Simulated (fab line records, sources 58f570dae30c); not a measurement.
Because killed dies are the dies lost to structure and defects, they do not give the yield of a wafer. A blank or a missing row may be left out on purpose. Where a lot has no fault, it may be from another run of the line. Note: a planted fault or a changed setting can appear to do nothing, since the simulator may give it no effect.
Split-lot study ; flow berkeleyCmos170 ; 5 lots, 23 wafers read, on a route of 331 steps

== ABOUT THE SPLIT ==
At UCB170_M2_COAT_05 (resist thk 900 nm), the setting resistThkNm was moved away from the recipe's 900 nm on 7 of the 23 wafers read, by -5.6% to -3.4%. For the rest of the wafers, this setting stayed at what the recipe calls for.

Reading taken at the split's own step.

== THE READING ==
KrF_of_M2_COAT_05.thkNm (the simulator's own value, which no gauge read), in nm, at UCB170_M2_COAT_05 (resist thk 900 nm). No usual value for it is given in the file. The 16 wafers here that ran the recipe average 900.1 nm, standard deviation 2.5 nm.

wafer;tool, chamber at the split;resistThkNm as run, nm;against the recipe;KrF_of_M2_COAT_05.thkNm, nm;against lot-mates on the recipe
L075.3;lithoTrack-03, 0;900;recipe;901.9;-
L075.4;lithoTrack-03, 0;900;recipe;902.7;-
L075.5;lithoTrack-03, 0;900;recipe;903.1;-
L079.1;lithoTrack-03, 0;900;recipe;895.1;-
L079.2;lithoTrack-03, 0;869.3;-3.4%;866.2;-30.5
L079.3;lithoTrack-03, 0;900;recipe;899.2;-
L079.4;lithoTrack-03, 0;900;recipe;895.9;-
L079.6;lithoTrack-03, 0;869.3;-3.4%;868.3;-28.4
L082.1;lithoTrack-03, 0;900;recipe;901.8;-
L082.2;lithoTrack-03, 0;849.3;-5.6%;851.1;-50.4
L082.3;lithoTrack-03, 0;849.3;-5.6%;850.5;-51.0
L082.5;lithoTrack-03, 0;900;recipe;901.3;-
L082.6;lithoTrack-03, 0;849.3;-5.6%;849.7;-51.8
L084.1;lithoTrack-03, 0;858.5;-4.6%;860.5;-41.0
L084.3;lithoTrack-03, 0;900;recipe;900.6;-
L084.5;lithoTrack-03, 0;900;recipe;900.6;-
L084.4;lithoTrack-03, 0;900;recipe;903.3;-
L084.6;lithoTrack-03, 0;858.5;-4.6%;858.7;-42.8
L085.1;lithoTrack-02, 0;900;recipe;899;-
L085.3;lithoTrack-02, 0;900;recipe;895.8;-
L085.4;lithoTrack-02, 0;900;recipe;901;-
L085.5;lithoTrack-02, 0;900;recipe;898.9;-
L085.6;lithoTrack-02, 0;900;recipe;901.5;-

THE FIT
A straight line over all 23 wafers: KrF_of_M2_COAT_05.thkNm changes by +8.91 nm for each +1% of resistThkNm; r = +0.99; the points scatter about the line by 2.4 nm.
The same after taking each lot's own level away (the mean of its wafers on the recipe; 23 wafers): +9.03 nm for each +1%; r = +1.00; scatter 1.4 nm.
According to that fit, moving resistThkNm by its largest amount changes the reading by 51 nm.
The lots' own levels span 896.73 to 902.57 nm, that is 2.3 times the standard deviation above.
The two slopes agree, so the slope changes little with the lot-to-lot level.
Check: for one of the wafers moved furthest among these (-5.6%), held out of the fit, the line's prediction against its lot-mates is -50.9 nm. It came out at -50.4 nm against them.

== OTHER SPLITS APPLIED TO THESE WAFERS ==
Other splits were also applied to these wafers ahead of the reading. Each is held against what the fit with the lots' levels taken away leaves over:
other split on the same wafers;wafers away from the commonest value;r with KrF_of_M2_COAT_05.thkNm (lot level and that fit taken away)
UCB170_SILICIDE_SPUTTER_01 timeS;10;-0.28
UCB170_CONTACT_COAT_10 resistThkNm;8;+0.26
UCB170_CONTACT_PEB_13 pebTempC;2;-0.01
UCB170_M1_COAT_04 resistThkNm;7;-0.03
UCB170_V1_EXPOSE_09 doseMj;4;+0.13

== THE WHOLE CHAIN: every reading that the file lists as answering this split, in the file's order ==
step;what it does;reading;change (the file's fit);r (the file's)
UCB170_M2_COAT_05;resist thk 900 nm;KrF_of_M2_COAT_05.thkNm (the simulator's own value, which no gauge read);+9 nm for each +1% of the setting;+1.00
UCB170_M2_STRIP_07;strips in O2;stripTimeToEndpointS;withheld for each +1% of the setting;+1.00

== THE FILE'S OWN FIT ==
KrF_of_M2_COAT_05.thkNm changes by +9 nm for each +1% of resistThkNm, r = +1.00.
